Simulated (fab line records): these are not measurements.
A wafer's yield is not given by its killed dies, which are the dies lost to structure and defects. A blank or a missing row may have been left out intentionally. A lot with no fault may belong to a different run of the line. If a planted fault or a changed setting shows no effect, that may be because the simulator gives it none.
Comparing a struck lot with a sound one    flow berkeley_cmos170    13 steps out of a route of 331
Sound: the wafers L235.3, L235.5, L235.6. Wafers struck: L229.2, L229.4, L229.5. Last of all comes the cause.
Each step with rows lists, per side, the tool, then ch with its chambers, then its first start. Under that, the readings that differ: sound wafers    struck wafers    difference of the means    sigmas: that difference in standard deviations of wafers without a fault.
alike: same words and numbers on both sides, and readings whose means sit less than 2 such deviations apart. not compared: any withheld reading, any reading some wafer has no value for, any bound like >300 that may hide the same value, and any number with overlapping values for which the record gives no deviation.
A row with sigmas, a row that says differs or no value, or rows on one side alone: a step with any of these is where the two part. Numbers that don't overlap but have no deviation are shown without sigmas and don't part them. Lack of a reading on every wafer of one side parts them only where that side has two or more wafers.

UCB170_PWELL_OVL_MEAS_13:
  sound on overlay-01, day 7 09:38; struck on overlay-02, day 6 03:40
  alike: PWELL_OVL
UCB170_PWELL_ETCH_14: etches Si3N4 in CH3F/Ar/O2, stops on SiO2, target depth 242 nm, time 151 s.
  sound on rie_diel-04 ch 0,1, day 7 09:40; struck on rie_diel-01 ch 1,2, day 6 03:41
  alike: CH3F_flow_sccm, O2_flow_sccm, drypump_motor_current_A, oes_product_au, throttle_valve_pct
  not compared: rf_hours_counter_h
following that, these wafers have no rows for 1 step: UCB170_PWELL_IMPLANT_15.
UCB170_PWELL_STRIP_16: strips in O2.
  sound on plasma_asher-03 ch 0,1, day 7 09:57; struck on plasma_asher-04 ch 0,1, day 6 04:06
  alike: drypump_motor_current_A, oes_product_au, strip_time_to_endpoint_s
  not compared: rf_hours_counter_h
UCB170_PWELL_TW_MEAS_17:
  sound on film_metro-01, day 7 10:02; struck on film_metro-01, day 6 04:12
  alike: PWELL_TW
then, 5 steps without rows for these wafers: UCB170_PWELL_CLEAN_18 (cleans in SPM, time 600 s); UCB170_PWELL_WET_ETCH_19 (etches Si3N4 in H3PO4, time 14400 s); UCB170_PWELL_WET_ETCH_20 (etches SiO2 in BOE, time 22 s); UCB170_WELLDRIVE_CLEAN_00 (cleans in SPM, time 600 s); UCB170_WELLDRIVE_OXIDATION_01 (target thk 199 nm, ox time 9000 s).
UCB170_WELLDRIVE_THK_MEAS_02:
  sound on film_metro-04, day 7 21:36; struck on film_metro-01, day 6 13:52
  alike: WELLDRIVE_OXIDE_THK
then, 1 step without rows for these wafers: UCB170_WELLDRIVE_ANNEAL_03 (time 900 s).
UCB170_WELLDRIVE_WET_ETCH_04: etches SiO2 in BOE, time 120 s.
  sound on wet_bench-03 ch 0, day 8 02:28; struck on wet_bench-02 ch 1, day 6 16:34
  no value came back on the struck wafers for bath_heat_duty_pct (%), run_length_s (s); on the sound wafers bath_heat_duty_pct (%) reads 5.9 6.1 5.1
reading                                           sound  struck             difference  sigmas
model.SiO2_of_WELLDRIVE_OXIDATION_01.thk_nm (nm)  0 0 0  202.7 201.6 201.6  +202.0      

WHERE THEY PART
Only at UCB170_WELLDRIVE_WET_ETCH_04, within this record.

WHY: whatever the simulator had introduced
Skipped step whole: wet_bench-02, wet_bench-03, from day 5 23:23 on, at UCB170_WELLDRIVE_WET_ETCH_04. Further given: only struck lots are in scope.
